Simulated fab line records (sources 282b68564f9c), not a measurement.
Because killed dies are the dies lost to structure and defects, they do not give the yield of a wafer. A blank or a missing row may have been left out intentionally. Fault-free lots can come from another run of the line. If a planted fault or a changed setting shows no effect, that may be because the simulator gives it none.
fab line records    flow rit-cmos
record: lots: 5  wafers: 15  last-day: 8
route steps=202 shown ACTIVE@19 FOX1@20 FOX2@23 NWELL@28 PWELL@39
lots that met no fault: taken from a fault-free run of the same line
start-h: hours from the record's opening day to when the first of the lot's shown wafers began    wait-h: hours since the lot's step before    " repeats the value in the row above    L1.1+2: a row that stands for several wafers    - no value present, or no start provided    * or withheld: withheld    < > ~ a bound
route shown NAME@n: names a module that has steps shown in the file, with the first one's number in the route    usual: the fault-free wafers' mean and standard deviation    same: alike in all rows    chamber/n: place in a boat    sites: each site's reading    _std_site: their standard deviation    _edge_site: outer sites' mean less inner sites'    radius-mm: for every site, how far away it sits from the centre of the wafer    mask NAME#n: copy n    behind: the last tool/chamber to shape the wafer    hold: why the lot was held/for how many hours/how that ended    device: the transistor (n, p or np) that didn't switch    end of line: tests of these same wafers at the route's end    a step without rows: its recipe alone    killed: dies that structure and defects cost at the first sort, which is not the same as the wafer's yield    map: shows each die of a wafer: x if killed, . if not, _ if none is there
set.NAME: the setting the step ran with; set.NAME@STEP: the setting that earlier step ran with    model.NAME: the simulator's own value behind a step, which no gauge read
certain route steps with their lots: each step a table, each wafer a row
services: when a tool's chamber went out of use (start-h, in hours from the record's first day, below 0 if earlier), for how many hours, and the reason
== steps ==
step: RIT_ACTIVE_CLEAN_17
recipe: chemistry: SC2  mix: 3:3:50  time-s: 600  temp-c: 75  dry: n2-spin
lot.wafer   tool          chamber  start-h  wait-h
L080.1+2+6  wet-bench-02  1        46.77    0.0
L083.2+5+6  wet-bench-02  1        61.56    0.0
L086.1+2+6  wet-bench-04  2        76.07    0.0
L090.4+5+6  wet-bench-01  2        95.58    0.0
L097.1+4+6  wet-bench-01  0        134.11   0.0
step: RIT_FOX1_OXIDATION_00
recipe: temp-c: 1100  ambient: H2O  target-thk-a: 3507  p-h2o-torr: 720  ox-time-s: 1130
usual: ox-temp-c: 1099.9/0.43  tube_center_temp_C_max: 1102.8/0.46  zone-power-load-pct: 44.7/0.89
lot.wafer  tool        chamber  start-h  wait-h  ox-temp-c  tube_center_temp_C_max  zone-power-load-pct
L080.1     furnace-03  0        49.28    2.3     1100.2     1103.9                  45.3
L080.2     "           0        "        "       1099.1     1102.3                  45.5
L080.6     "           0        "        "       1099.0     1102.9                  45.1
L083.2     furnace-03  0        63.78    2.0     1100.3     1102.9                  44.8
L083.5     "           0        "        "       1099.9     1102.4                  44.9
L083.6     "           0        "        "       1100.5     1102.2                  45.8
L086.1     furnace-01  0        78.14    1.9     1100.7     1103.3                  43.1
L086.2     "           0        "        "       1100.0     1102.4                  43.5
L086.6     "           0        "        "       1099.8     1102.8                  43.1
L090.4     furnace-03  0        97.23    1.5     1099.8     1102.8                  44.9
L090.5     "           0        "        "       1099.8     1103.0                  46.1
L090.6     "           0        "        "       1099.3     1102.7                  46.0
L097.1     furnace-01  0        136.94   2.6     1100.1     1102.7                  43.5
L097.4     "           0        "        "       1100.2     1102.8                  43.9
L097.6     "           0        "        "       1099.4     1102.7                  43.9
step: RIT_FOX1_THK_MEAS_01
recipe: reads: SiO2_of_FOX1_OXIDATION_00
usual: FOX1_OXIDE_THK: 349/5.6
lot.wafer  tool           chamber  start-h  wait-h  FOX1_OXIDE_THK[nm]
L080.1     film-metro-04  -        50.59    0.0     351
L080.2     "              -        "        "       348
L080.6     "              -        "        "       351
L083.2     film-metro-01  -        65.10    0.0     353
L083.5     "              -        "        "       343
L083.6     "              -        "        "       346
L086.1     film-metro-04  -        79.45    0.0     351
L086.2     "              -        "        "       349
L086.6     "              -        "        "       355
L090.4     film-metro-01  -        98.58    0.0     344
L090.5     "              -        "        "       347
L090.6     "              -        "        "       348
L097.1     film-metro-01  -        138.25   0.0     356
L097.4     "              -        "        "       351
L097.6     "              -        "        "       352
step: RIT_FOX1_WET_ETCH_02
recipe: chemistry: BOE  target-depth-nm: 350  time-s: 390  temp-c: 21.5  dry: n2-spin  dilution: 10:1  target: SiO2
lot.wafer   tool          chamber  start-h  wait-h
L080.1+2+6  wet-bench-03  0        50.65    0.1
L083.2+5+6  wet-bench-03  0        65.15    0.0
L086.1+2+6  wet-bench-03  2        79.51    0.1
L090.4+5+6  wet-bench-01  3        98.61    0.0
L097.1+4+6  wet-bench-01  3        138.31   0.1
step: RIT_FOX2_OXIDATION_00
recipe: temp-c: 1100  ambient: H2O  target-thk-a: 3507  p-h2o-torr: 720  ox-time-s: 1130
usual: ox-temp-c: 1100.0/0.45  tube_center_temp_C_max: 1102.8/0.45  zone-power-load-pct: 44.7/0.93
lot.wafer  tool        chamber  start-h  wait-h  ox-temp-c  tube_center_temp_C_max  zone-power-load-pct
L080.1     furnace-03  0        53.14    2.4     1099.8     1102.9                  45.9
L080.2     "           0        "        "       1100.0     1102.3                  45.2
L080.6     "           0        "        "       1099.7     1102.8                  45.6
L083.2     furnace-04  0        67.75    2.5     1100.1     1102.9                  45.2
L083.5     "           0        "        "       1100.1     1102.6                  44.8
L083.6     "           0        "        "       1100.2     1103.0                  45.5
L086.1     furnace-03  0        82.14    2.5     1100.4     1102.4                  46.0
L086.2     "           0        "        "       1099.5     1104.7                  45.2
L086.6     "           0        "        "       1100.2     1102.2                  45.9
L090.4     furnace-01  0        98.72    0.0     1100.1     1102.3                  43.7
L090.5     "           0        "        "       1099.9     1103.1                  43.4
L090.6     "           0        "        "       1100.5     1102.7                  43.9
L097.1     furnace-01  0        144.06   5.6     1099.9     1102.8                  43.9
L097.4     "           0        "        "       1100.0     1102.7                  43.3
L097.6     "           0        "        "       1099.4     1103.8                  44.0
step: RIT_FOX2_THK_MEAS_01
recipe: reads: SiO2_of_FOX2_OXIDATION_00
usual: FOX2_OXIDE_THK: 351/6.7
lot.wafer  tool           chamber  start-h  wait-h  FOX2_OXIDE_THK[nm]
L080.1     film-metro-01  -        54.46    0.0     348
L080.2     "              -        "        "       344
L080.6     "              -        "        "       343
L083.2     film-metro-03  -        69.07    0.0     344
L083.5     "              -        "        "       347
L083.6     "              -        "        "       344
L086.1     film-metro-01  -        83.45    0.0     356
L086.2     "              -        "        "       359
L086.6     "              -        "        "       361
L090.4     film-metro-04  -        100.07   0.0     358
L090.5     "              -        "        "       358
L090.6     "              -        "        "       355
L097.1     film-metro-04  -        145.38   0.0     357
L097.4     "              -        "        "       357
L097.6     "              -        "        "       354
step: RIT_FOX2_CLEAN_02
recipe: chemistry: dHF  dilution: 50:1  time-s: 180
lot.wafer   tool          chamber  start-h  wait-h
L080.1+2+6  wet-bench-02  3        54.52    0.1
L083.2+5+6  wet-bench-02  2        69.12    0.0
L086.1+2+6  wet-bench-01  1        83.51    0.1
L090.4+5+6  wet-bench-02  2        100.10   0.0
L097.1+4+6  wet-bench-03  3        145.44   0.1
step: RIT_FOX2_WET_ETCH_03
recipe: chemistry: H3PO4  target: Si3N4  target-depth-nm: 195  temp-c: 165  time-s: 2700
lot.wafer   tool          chamber  start-h  wait-h
L080.1+2+6  wet-bench-02  3        54.58    0.0
L083.2+5+6  wet-bench-03  1        69.18    0.0
L086.1+2+6  wet-bench-03  3        83.57    0.0
L090.4+5+6  wet-bench-03  2        100.16   0.0
L097.1+4+6  wet-bench-02  2        145.49   0.0
step: RIT_FOX2_THK_MEAS_90
recipe: reads: SiO2_of_FOX2_OXIDATION_00
usual: FIELD_OXIDE_LEFT_1_THK: 323/6.8
lot.wafer  tool           chamber  start-h  wait-h  FIELD_OXIDE_LEFT_1_THK[nm]
L080.1     film-metro-04  -        55.41    0.0     320
L080.2     "              -        "        "       316
L080.6     "              -        "        "       316
L083.2     film-metro-01  -        69.95    0.0     316
L083.5     "              -        "        "       319
L083.6     "              -        "        "       316
L086.1     film-metro-01  -        84.33    0.0     328
L086.2     "              -        "        "       332
L086.6     "              -        "        "       333
L090.4     film-metro-04  -        100.95   0.0     331
L090.5     "              -        "        "       330
L090.6     "              -        "        "       328
L097.1     film-metro-03  -        146.32   0.0     330
L097.4     "              -        "        "       329
L097.6     "              -        "        "       327
step: RIT_NWELL_HMDS_00
recipe: prime-time-s: 60  prime-temp-c: 140
usual: resist-line-temp-C: 23.02/0.11
lot.wafer  tool            chamber  start-h  wait-h  resist-line-temp-C
L080.1     litho-track-04  0        55.47    0.1     23.15
L080.2     "               0        "        "       23.03
L080.6     "               0        "        "       23.17
L083.2     litho-track-02  0        70.03    0.1     23.01
L083.5     "               0        "        "       22.94
L083.6     "               0        "        "       22.89
L086.1     litho-track-02  0        84.49    0.1     22.85
L086.2     "               0        "        "       22.88
L086.6     "               0        "        "       22.98
L090.4     litho-track-02  0        101.08   0.1     22.88
L090.5     "               0        "        "       23.06
L090.6     "               0        "        "       23.11
L097.1     litho-track-03  0        146.38   0.1     23.02
L097.4     "               0        "        "       23.03
L097.6     "               0        "        "       22.95
step: RIT_NWELL_COAT_01
recipe: resist: NOVOLAK  spin-rpm: 2000  resist-thk-nm: 1300
usual: resist-line-temp-C: 23.02/0.1
lot.wafer  tool            chamber  start-h  wait-h  resist-line-temp-C
L080.1     litho-track-04  0        55.62    0.1     23.07
L080.2     "               0        "        "       23.04
L080.6     "               0        "        "       22.92
L083.2     litho-track-02  0        70.18    0.1     22.81
L083.5     "               0        "        "       22.98
L083.6     "               0        "        "       23.03
L086.1     litho-track-02  0        84.64    0.1     23.05
L086.2     "               0        "        "       22.98
L086.6     "               0        "        "       22.96
L090.4     litho-track-02  0        101.23   0.1     23.08
L090.5     "               0        "        "       23.00
L090.6     "               0        "        "       23.08
L097.1     litho-track-03  0        146.53   0.1     23.15
L097.4     "               0        "        "       22.99
L097.6     "               0        "        "       23.06
step: RIT_NWELL_SOFTBAKE_02
recipe: resist: NOVOLAK  temp-c: 90  time-s: 60
usual: resist-line-temp-C: 23.01/0.1
lot.wafer  tool            chamber  start-h  wait-h  resist-line-temp-C
L080.1     litho-track-04  0        55.77    0.1     23.00
L080.2     "               0        "        "       22.91
L080.6     "               0        "        "       22.81
L083.2     litho-track-02  0        70.33    0.1     22.92
L083.5     "               0        "        "       23.06
L083.6     "               0        "        "       23.07
L086.1     litho-track-02  0        84.79    0.1     23.16
L086.2     "               0        "        "       23.03
L086.6     "               0        "        "       23.10
L090.4     litho-track-02  0        101.38   0.1     23.09
L090.5     "               0        "        "       23.07
L090.6     "               0        "        "       23.10
L097.1     litho-track-03  0        146.68   0.1     22.87
L097.4     "               0        "        "       22.96
L097.6     "               0        "        "       23.18
step: RIT_NWELL_EXPOSE_03
recipe: mask-id: M2  na: 0.57  target-cd-nm: 43900  dose-mj: 250
usual: reticle-temp-C: 23.00/0.11
lot.wafer  tool              chamber  start-h  wait-h  mask  reticle-temp-C
L080.1     iline-stepper-01  0        56.04    0.2     M2#0  22.87
L080.2     "                 0        "        "       M2#0  23.01
L080.6     "                 0        "        "       M2#0  23.16
L083.2     iline-stepper-02  0        70.60    0.2     M2#0  22.87
L083.5     "                 0        "        "       M2#0  22.94
L083.6     "                 0        "        "       M2#0  23.00
L086.1     iline-stepper-01  0        85.06    0.2     M2#0  23.05
L086.2     "                 0        "        "       M2#0  23.08
L086.6     "                 0        "        "       M2#0  23.17
L090.4     iline-stepper-02  0        101.52   0.1     M2#0  22.76
L090.5     "                 0        "        "       M2#0  22.79
L090.6     "                 0        "        "       M2#0  22.82
L097.1     iline-stepper-02  0        146.96   0.2     M2#0  22.96
L097.4     "                 0        "        "       M2#0  22.98
L097.6     "                 0        "        "       M2#0  22.99
step: RIT_NWELL_PEB_04
recipe: resist: NOVOLAK  temp-c: withheld  time-s: withheld
usual: resist-line-temp-C: *
lot.wafer  tool            chamber  start-h  wait-h  resist-line-temp-C
L080.1     litho-track-02  0        56.16    0.1     *
L080.2     "               0        "        "       *
L080.6     "               0        "        "       *
L083.2     litho-track-02  0        70.72    0.1     *
L083.5     "               0        "        "       *
L083.6     "               0        "        "       *
L086.1     litho-track-02  0        85.25    0.2     *
L086.2     "               0        "        "       *
L086.6     "               0        "        "       *
L090.4     litho-track-03  0        101.65   0.1     *
L090.5     "               0        "        "       *
L090.6     "               0        "        "       *
L097.1     litho-track-02  0        147.07   0.1     *
L097.4     "               0        "        "       *
L097.6     "               0        "        "       *
step: RIT_NWELL_DEVELOP_05
recipe: resist: NOVOLAK  develop-time-s: 68  dev-temp-c: 23
usual: resist-line-temp-C: 22.99/0.11
lot.wafer  tool            chamber  start-h  wait-h  resist-line-temp-C
L080.1     litho-track-02  0        -        -       23.23
L080.2     "               0        "        "       23.14
L080.6     "               0        "        "       23.16
L083.2     litho-track-02  0        -        -       23.11
L083.5     "               0        "        "       22.93
L083.6     "               0        "        "       23.09
L086.1     litho-track-02  0        -        -       22.74
L086.2     "               0        "        "       22.82
L086.6     "               0        "        "       22.76
L090.4     litho-track-03  0        -        -       22.92
L090.5     "               0        "        "       22.91
L090.6     "               0        "        "       23.11
L097.1     litho-track-02  0        -        -       23.01
L097.4     "               0        "        "       22.88
L097.6     "               0        "        "       22.84
step: RIT_NWELL_OVL_MEAS_06
usual: NWELL_OVL: -0.4/1.3
lot.wafer  tool        chamber  start-h  wait-h  NWELL_OVL[nm]
L080.1     overlay-02  -        56.47    -       2.7
L080.2     "           -        "        "       1.3
L080.6     "           -        "        "       1.8
L083.2     overlay-02  -        71.01    -       -0.5
L083.5     "           -        "        "       0.1
L083.6     "           -        "        "       0.2
L086.1     overlay-01  -        85.56    -       -3.9
L086.2     "           -        "        "       -0.9
L086.6     "           -        "        "       -3.5
L090.4     overlay-02  -        101.91   -       1.0
L090.5     "           -        "        "       3.6
L090.6     "           -        "        "       -0.6
L097.1     overlay-01  -        147.39   -       0.0
L097.4     "           -        "        "       -2.0
L097.6     "           -        "        "       -0.4
step: RIT_NWELL_HARDBAKE_07
recipe: resist: NOVOLAK  temp-c: 140  time-s: 120
usual: resist-line-temp-C: 22.99/0.11
lot.wafer  tool            chamber  start-h  wait-h  resist-line-temp-C
L080.1     litho-track-03  0        56.51    0.0     22.90
L080.2     "               0        "        "       23.03
L080.6     "               0        "        "       22.91
L083.2     litho-track-04  0        71.08    0.1     22.89
L083.5     "               0        "        "       22.75
L083.6     "               0        "        "       22.84
L086.1     litho-track-03  0        85.60    0.0     22.89
L086.2     "               0        "        "       22.91
L086.6     "               0        "        "       23.09
L090.4     litho-track-04  0        102.05   0.1     22.98
L090.5     "               0        "        "       22.95
L090.6     "               0        "        "       22.91
L097.1     litho-track-03  0        147.42   0.0     22.92
L097.4     "               0        "        "       22.95
L097.6     "               0        "        "       22.97
step: RIT_NWELL_IMPLANT_08
recipe: species: P  energy-kev: 170  dose-cm2: 5e+13  tilt-deg: 7
lot.wafer   tool          chamber  start-h  wait-h
L080.1+2+6  implanter-01  0        56.76    0.2
L083.2+5+6  implanter-02  0        71.32    0.2
L086.1+2+6  implanter-01  0        85.85    0.2
L090.4+5+6  implanter-02  0        102.25   0.2
L097.1+4+6  implanter-01  0        147.67   0.2
step: RIT_NWELL_STRIP_09
recipe: chemistry: O2  time-s: 180  resist: NOVOLAK  platen-temp-c: withheld  power-w: 500  pressure-mtorr: 4000  o2-flow-sccm: 4000
usual: drypump-motor-current-A: 5.9/0.48  rf-refl-power-W: 7.3/0.84
lot.wafer  tool             chamber  start-h  wait-h  drypump-motor-current-A  rf-hours-counter-h  rf-refl-power-W
L080.1     plasma-asher-04  1        56.91    0.1     5.9                      42                  6.2
L080.2     "                0        "        "       5.8                      42                  5.7
L080.6     "                0        "        "       5.8                      -                   5.8
L083.2     plasma-asher-03  1        71.44    0.1     5.9                      30                  7.7
L083.5     "                1        "        "       5.9                      -                   7.9
L083.6     "                0        "        "       6.4                      -                   7.4
L086.1     plasma-asher-03  0        86.00    0.1     6.4                      32                  7.9
L086.2     "                1        "        "       5.9                      32                  7.8
L086.6     "                0        "        "       6.4                      -                   7.9
L090.4     plasma-asher-03  0        102.38   0.1     6.4                      -                   8.2
L090.5     "                1        "        "       5.9                      -                   7.9
L090.6     "                0        "        "       6.4                      -                   7.2
L097.1     plasma-asher-01  1        147.82   0.1     6.0                      47                  7.2
L097.4     "                1        "        "       6.0                      -                   7.5
L097.6     "                0        "        "       4.7                      -                   8.2
step: RIT_NWELL_TW_MEAS_10
usual: NWELL_TW: 2149/30
lot.wafer  tool           chamber  start-h  wait-h  NWELL_TW
L080.1     film-metro-03  -        57.08    0.1     2174
L080.2     "              -        "        "       2169
L080.6     "              -        "        "       2167
L083.2     film-metro-03  -        71.63    0.1     2167
L083.5     "              -        "        "       2163
L083.6     "              -        "        "       2156
L086.1     film-metro-02  -        86.17    0.1     2149
L086.2     "              -        "        "       2153
L086.6     "              -        "        "       2148
L090.4     film-metro-01  -        102.53   0.1     2118
L090.5     "              -        "        "       2119
L090.6     "              -        "        "       2114
L097.1     film-metro-01  -        148.00   0.1     2096
L097.4     "              -        "        "       2095
L097.6     "              -        "        "       2108
step: RIT_PWELL_HMDS_00
recipe: prime-time-s: 60  prime-temp-c: 140
usual: resist-line-temp-C: 23.00/0.12
lot.wafer  tool            chamber  start-h  wait-h  resist-line-temp-C
L080.1     litho-track-01  0        57.14    0.1     22.82
L080.2     "               0        "        "       23.02
L080.6     "               0        "        "       22.93
L083.2     litho-track-01  0        71.73    0.1     23.03
L083.5     "               0        "        "       23.12
L083.6     "               0        "        "       23.12
L086.1     litho-track-01  0        86.23    0.1     22.93
L086.2     "               0        "        "       23.00
L086.6     "               0        "        "       23.05
L090.4     litho-track-03  0        102.64   0.1     22.84
L090.5     "               0        "        "       23.02
L090.6     "               0        "        "       23.07
L097.1     litho-track-02  0        148.06   0.1     23.02
L097.4     "               0        "        "       23.05
L097.6     "               0        "        "       23.00
step: RIT_PWELL_COAT_01
recipe: resist: NOVOLAK  spin-rpm: 2000  resist-thk-nm: 1300
usual: resist-line-temp-C: 23.01/0.11
lot.wafer  tool            chamber  start-h  wait-h  resist-line-temp-C
L080.1     litho-track-01  0        57.29    0.1     23.07
L080.2     "               0        "        "       23.13
L080.6     "               0        "        "       22.99
L083.2     litho-track-01  0        71.88    0.1     23.14
L083.5     "               0        "        "       23.11
L083.6     "               0        "        "       23.00
L086.1     litho-track-01  0        86.38    0.1     23.04
L086.2     "               0        "        "       23.06
L086.6     "               0        "        "       23.06
L090.4     litho-track-03  0        102.79   0.1     22.95
L090.5     "               0        "        "       23.05
L090.6     "               0        "        "       22.79
L097.1     litho-track-02  0        148.21   0.1     23.10
L097.4     "               0        "        "       23.01
L097.6     "               0        "        "       22.96
step: RIT_PWELL_SOFTBAKE_02
recipe: resist: NOVOLAK  temp-c: 90  time-s: 60
usual: resist-line-temp-C: 22.98/0.11
lot.wafer  tool            chamber  start-h  wait-h  resist-line-temp-C
L080.1     litho-track-01  0        57.44    0.1     23.13
L080.2     "               0        "        "       23.10
L080.6     "               0        "        "       23.12
L083.2     litho-track-01  0        72.03    0.1     23.01
L083.5     "               0        "        "       22.91
L083.6     "               0        "        "       23.01
L086.1     litho-track-01  0        86.53    0.1     22.85
L086.2     "               0        "        "       23.10
L086.6     "               0        "        "       22.93
L090.4     litho-track-03  0        102.94   0.1     22.92
L090.5     "               0        "        "       22.95
L090.6     "               0        "        "       22.94
L097.1     litho-track-02  0        148.36   0.1     23.07
L097.4     "               0        "        "       22.96
L097.6     "               0        "        "       23.05
step: RIT_PWELL_EXPOSE_03
recipe: mask-id: M3  na: 0.57  target-cd-nm: 43700  dose-mj: 250
usual: reticle-temp-C: 23.03/0.11
lot.wafer  tool              chamber  start-h  wait-h  mask  reticle-temp-C
L080.1     iline-stepper-01  0        57.59    0.1     M3#0  23.06
L080.2     "                 0        "        "       M3#0  23.11
L080.6     "                 0        "        "       M3#0  23.14
L083.2     iline-stepper-02  0        72.17    0.1     M3#0  23.09
L083.5     "                 0        "        "       M3#0  23.10
L083.6     "                 0        "        "       M3#0  23.04
L086.1     iline-stepper-01  0        86.68    0.1     M3#0  23.06
L086.2     "                 0        "        "       M3#0  22.94
L086.6     "                 0        "        "       M3#0  23.02
L090.4     iline-stepper-02  0        103.07   0.1     M3#0  23.12
L090.5     "                 0        "        "       M3#0  23.04
L090.6     "                 0        "        "       M3#0  22.95
L097.1     iline-stepper-02  0        148.51   0.1     M3#0  22.87
L097.4     "                 0        "        "       M3#0  22.82
L097.6     "                 0        "        "       M3#0  23.11
step: RIT_PWELL_PEB_04
recipe: resist: NOVOLAK  temp-c: withheld  time-s: withheld
usual: resist-line-temp-C: *
lot.wafer  tool            chamber  start-h  wait-h  resist-line-temp-C
L080.1     litho-track-02  0        57.71    0.1     *
L080.2     "               0        "        "       *
L080.6     "               0        "        "       *
L083.2     litho-track-02  0        72.43    0.2     *
L083.5     "               0        "        "       *
L083.6     "               0        "        "       *
L086.1     litho-track-02  0        86.80    0.1     *
L086.2     "               0        "        "       *
L086.6     "               0        "        "       *
L090.4     litho-track-03  0        103.20   0.1     *
L090.5     "               0        "        "       *
L090.6     "               0        "        "       *
L097.1     litho-track-03  0        148.62   0.1     *
L097.4     "               0        "        "       *
L097.6     "               0        "        "       *
step: RIT_PWELL_DEVELOP_05
recipe: resist: NOVOLAK  develop-time-s: 68  dev-temp-c: 23
usual: resist-line-temp-C: 23.00/0.1
lot.wafer  tool            chamber  start-h  wait-h  resist-line-temp-C
L080.1     litho-track-02  0        -        -       22.89
L080.2     "               0        "        "       22.81
L080.6     "               0        "        "       22.91
L083.2     litho-track-02  0        -        -       23.11
L083.5     "               0        "        "       23.10
L083.6     "               0        "        "       23.07
L086.1     litho-track-02  0        -        -       23.21
L086.2     "               0        "        "       23.00
L086.6     "               0        "        "       23.15
L090.4     litho-track-03  0        -        -       23.01
L090.5     "               0        "        "       22.84
L090.6     "               0        "        "       22.96
L097.1     litho-track-03  0        -        -       23.06
L097.4     "               0        "        "       22.98
L097.6     "               0        "        "       22.98
step: RIT_PWELL_OVL_MEAS_06
usual: PWELL_OVL: -0.4/1.4
lot.wafer  tool        chamber  start-h  wait-h  PWELL_OVL[nm]
L080.1     overlay-01  -        58.02    -       -1.0
L080.2     "           -        "        "       -0.1
L080.6     "           -        "        "       2.8
L083.2     overlay-01  -        72.73    -       -0.3
L083.5     "           -        "        "       -0.1
L083.6     "           -        "        "       -1.8
L086.1     overlay-01  -        87.11    -       -0.5
L086.2     "           -        "        "       -1.5
L086.6     "           -        "        "       0.9
L090.4     overlay-02  -        103.46   -       1.5
L090.5     "           -        "        "       2.2
L090.6     "           -        "        "       -0.2
L097.1     overlay-01  -        148.94   -       -3.2
L097.4     "           -        "        "       -3.1
L097.6     "           -        "        "       -0.7
step: RIT_PWELL_HARDBAKE_07
recipe: resist: NOVOLAK  temp-c: 140  time-s: 120
usual: resist-line-temp-C: 22.99/0.1
lot.wafer  tool            chamber  start-h  wait-h  resist-line-temp-C
L080.1     litho-track-02  0        58.06    0.0     23.12
L080.2     "               0        "        "       22.99
L080.6     "               0        "        "       23.06
L083.2     litho-track-02  0        72.80    0.1     22.98
L083.5     "               0        "        "       23.06
L083.6     "               0        "        "       23.05
L086.1     litho-track-03  0        87.15    0.0     23.05
L086.2     "               0        "        "       22.94
L086.6     "               0        "        "       22.88
L090.4     litho-track-01  0        103.60   0.1     23.06
L090.5     "               0        "        "       23.10
L090.6     "               0        "        "       22.89
L097.1     litho-track-02  0        148.97   0.0     22.94
L097.4     "               0        "        "       22.97
L097.6     "               0        "        "       22.88
step: RIT_PWELL_IMPLANT_08
recipe: species: B  energy-kev: 170  dose-cm2: 7e+13  tilt-deg: 7
lot.wafer   tool          chamber  start-h  wait-h
L080.1+2+6  implanter-02  0        58.31    0.2
L083.2+5+6  implanter-01  0        73.03    0.2
L086.1+2+6  implanter-01  0        87.40    0.2
L090.4+5+6  implanter-04  0        103.80   0.2
L097.1+4+6  implanter-02  0        149.22   0.2
== services ==
tool              chamber  start-h  hours  kind
iline-stepper-02  -        47.79    4.4    pm
implanter-01      -        70.07    1.7    repair
implanter-04      -        87.31    2.3    repair
plasma-asher-01   -        103.33   0.4    repair
furnace-03        -        106.18   60.7   pm
plasma-asher-04   -        108.75   9.0    pm
plasma-asher-04   0        108.75   9.0    vent-cycle
plasma-asher-04   1        108.75   9.0    vent-cycle
iline-stepper-02  -        115.35   7.2    repair
plasma-asher-04   0        117.75   -      clean
plasma-asher-04   1        117.75   -      clean
iline-stepper-02  -        122.57   1.7    pm
plasma-asher-04   -        146.74   1.6    repair
== key ==
fault none
